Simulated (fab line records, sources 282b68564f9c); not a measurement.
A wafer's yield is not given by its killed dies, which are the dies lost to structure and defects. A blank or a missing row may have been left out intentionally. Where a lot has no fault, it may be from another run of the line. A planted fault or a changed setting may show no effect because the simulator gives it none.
Lot-split experiment / flow rit-cmos / on a route of 202 steps: 5 lots, 23 wafers read

== ON THE SPLIT ==
At RIT_NSD_IMPLANT_08, the setting energy-kev was moved away from the recipe's 25 on 4 of the 23 wafers read, by +2.3% to +2.4%. For the rest of the wafers, this setting stayed at what the recipe calls for.

Reading taken at the split's own step.

== THE READING ==
In nm, at RIT_NSD_IMPLANT_08: implant.drp-nm, which is the simulator's own figure and was read by no gauge. There is no usual value for it anywhere in the file.

wafer=L075.1; tool, chamber at the split=implanter-04, 0; energy-kev as run=25; against the recipe=recipe; implant.drp-nm, nm=14.84; against lot-mates on the recipe=-
wafer=L075.4; tool, chamber at the split=implanter-04, 0; energy-kev as run=25; against the recipe=recipe; implant.drp-nm, nm=14.84; against lot-mates on the recipe=-
wafer=L075.5; tool, chamber at the split=implanter-04, 0; energy-kev as run=25; against the recipe=recipe; implant.drp-nm, nm=14.84; against lot-mates on the recipe=-
wafer=L075.2; tool, chamber at the split=implanter-04, 0; energy-kev as run=25.57; against the recipe=+2.3%; implant.drp-nm, nm=15.04; against lot-mates on the recipe=+0.20
wafer=L075.6; tool, chamber at the split=implanter-04, 0; energy-kev as run=25.57; against the recipe=+2.3%; implant.drp-nm, nm=15.04; against lot-mates on the recipe=+0.20
wafer=L076.1; tool, chamber at the split=implanter-04, 0; energy-kev as run=25; against the recipe=recipe; implant.drp-nm, nm=14.84; against lot-mates on the recipe=-
wafer=L076.2; tool, chamber at the split=implanter-04, 0; energy-kev as run=25; against the recipe=recipe; implant.drp-nm, nm=14.84; against lot-mates on the recipe=-
wafer=L076.3; tool, chamber at the split=implanter-04, 0; energy-kev as run=25; against the recipe=recipe; implant.drp-nm, nm=14.84; against lot-mates on the recipe=-
wafer=L076.4; tool, chamber at the split=implanter-04, 0; energy-kev as run=25; against the recipe=recipe; implant.drp-nm, nm=14.84; against lot-mates on the recipe=-
wafer=L076.6; tool, chamber at the split=implanter-04, 0; energy-kev as run=25; against the recipe=recipe; implant.drp-nm, nm=14.84; against lot-mates on the recipe=-
wafer=L078.3; tool, chamber at the split=implanter-01, 0; energy-kev as run=25; against the recipe=recipe; implant.drp-nm, nm=14.84; against lot-mates on the recipe=-
wafer=L078.4; tool, chamber at the split=implanter-01, 0; energy-kev as run=25; against the recipe=recipe; implant.drp-nm, nm=14.84; against lot-mates on the recipe=-
wafer=L078.5; tool, chamber at the split=implanter-01, 0; energy-kev as run=25; against the recipe=recipe; implant.drp-nm, nm=14.84; against lot-mates on the recipe=-
wafer=L079.1; tool, chamber at the split=implanter-01, 0; energy-kev as run=25; against the recipe=recipe; implant.drp-nm, nm=14.84; against lot-mates on the recipe=-
wafer=L079.2; tool, chamber at the split=implanter-01, 0; energy-kev as run=25; against the recipe=recipe; implant.drp-nm, nm=14.84; against lot-mates on the recipe=-
wafer=L079.3; tool, chamber at the split=implanter-01, 0; energy-kev as run=25; against the recipe=recipe; implant.drp-nm, nm=14.84; against lot-mates on the recipe=-
wafer=L079.4; tool, chamber at the split=implanter-01, 0; energy-kev as run=25; against the recipe=recipe; implant.drp-nm, nm=14.84; against lot-mates on the recipe=-
wafer=L079.5; tool, chamber at the split=implanter-01, 0; energy-kev as run=25; against the recipe=recipe; implant.drp-nm, nm=14.84; against lot-mates on the recipe=-
wafer=L080.1; tool, chamber at the split=implanter-01, 0; energy-kev as run=25.59; against the recipe=+2.4%; implant.drp-nm, nm=15.05; against lot-mates on the recipe=+0.21
wafer=L080.3; tool, chamber at the split=implanter-01, 0; energy-kev as run=25.59; against the recipe=+2.4%; implant.drp-nm, nm=15.05; against lot-mates on the recipe=+0.21
wafer=L080.2; tool, chamber at the split=implanter-01, 0; energy-kev as run=25; against the recipe=recipe; implant.drp-nm, nm=14.84; against lot-mates on the recipe=-
wafer=L080.4; tool, chamber at the split=implanter-01, 0; energy-kev as run=25; against the recipe=recipe; implant.drp-nm, nm=14.84; against lot-mates on the recipe=-
wafer=L080.5; tool, chamber at the split=implanter-01, 0; energy-kev as run=25; against the recipe=recipe; implant.drp-nm, nm=14.84; against lot-mates on the recipe=-

THE FIT
A straight line over all 23 wafers: implant.drp-nm changes by +0.0884 nm for each +1% of energy-kev; r = +1.00; the points scatter about the line by 0.00064 nm.
The same after taking each lot's own level away (the mean of its wafers on the recipe; 23 wafers): +0.0884 nm for each +1%; r = +1.00; scatter 0.00064 nm.
According to that fit, moving energy-kev by its largest amount changes the reading by 0.21 nm.
The lots' own levels span 14.840 to 14.840 nm.
The two slopes agree, so the slope changes little with the lot-to-lot level.
Check: +0.208 nm against its lot-mates is what the line predicts for one of the wafers moved furthest among these (+2.4%) when that wafer is left out of the fit. It came out at +0.21 nm against them.

== THESE WAFERS: OTHER SPLITS ==
Before the reading, these wafers also passed through other splits. Each is held against what the fit with the lots' levels taken away leaves over:
other split on the same wafers=RIT_SPACER_CVD_03 temp-c; wafers away from the commonest value=10; r with implant.drp-nm (lot level and that fit taken away)=+0.16

== FILE'S OWN FIT ==
implant.drp-nm changes by +0.0891 nm for each +1% of energy-kev, r = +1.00.
